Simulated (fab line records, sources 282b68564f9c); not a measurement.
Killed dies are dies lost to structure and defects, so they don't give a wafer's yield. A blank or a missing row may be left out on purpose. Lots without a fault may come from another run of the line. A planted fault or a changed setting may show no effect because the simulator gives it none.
Which tool did it? | flow rit_cmos | 6 lots, 18 wafers sampled, at 2 steps of a route of 202

WHAT THE GAUGES READ, wafer by wafer
RIT_CONTACT_THK_MEAS_01.
lot  | measured    | on            | CONTACT_TEOS_THK (nm)
L551 | day 3 20:42 | film_metro-01 | 396 401 401
L553 | day 4 08:55 | film_metro-02 | 395 402 401
L557 | day 5 06:50 | film_metro-01 | 398 400 403
L562 | day 6 02:27 | film_metro-02 | 562 401 565
L566 | day 6 22:35 | film_metro-01 | 395 388 397
L569 | day 7 08:55 | film_metro-01 | 399 402 405

WHICH TOOL RAN EACH LOT (tool, then ch and the chambers of the sampled wafers, then the start)
lot  | RIT_CONTACT_CVD_00
L551 | pecvd-03 ch 1,2, day 3 20:38
L553 | pecvd-01 ch 0,1,2, day 4 08:52
L557 | pecvd-02 ch 1,2, day 5 06:47
L562 | pecvd-01 ch 0,1, day 6 02:23
L566 | pecvd-03 ch 0,1, day 6 22:31
L569 | pecvd-03 ch 0,1,2, day 7 08:50
- RIT_CONTACT_CVD_00: deposits SiO2 from TEOS, target thk 400 nm, time 61 s.

THE ANSWER, worked out from the rows above alone
Rule: what is usual is taken from the lots themselves. Put in order of their means at a reading, lots are off if they are a third of the lots or fewer, leave a main group of 4 or more, and stand apart from it by a gap of 3 or more times the standard deviation of the main group's means; of several such gaps the widest counts. A main group whose means are all the same, to the digits that the tables above print for the reading, isn't used. A lot without any number at a reading at which 4 lots or more have one is off too. The other lots that the step has rows for count as sound.
Off: L562, at RIT_CONTACT_THK_MEAS_01 (CONTACT_TEOS_THK). The main group: mean 399 nm, standard deviation 2.9.
A tool fits if, at a process step before that reading, it ran every lot that is off, and no sound lot after the first of them. The gauges at RIT_CONTACT_THK_MEAS_01 are tried like those tools. Can't be told from this: 2 tools fit, pecvd-01 at RIT_CONTACT_CVD_00, film_metro-02 at RIT_CONTACT_THK_MEAS_01.

WHAT THE SIMULATOR HAD PUT IN
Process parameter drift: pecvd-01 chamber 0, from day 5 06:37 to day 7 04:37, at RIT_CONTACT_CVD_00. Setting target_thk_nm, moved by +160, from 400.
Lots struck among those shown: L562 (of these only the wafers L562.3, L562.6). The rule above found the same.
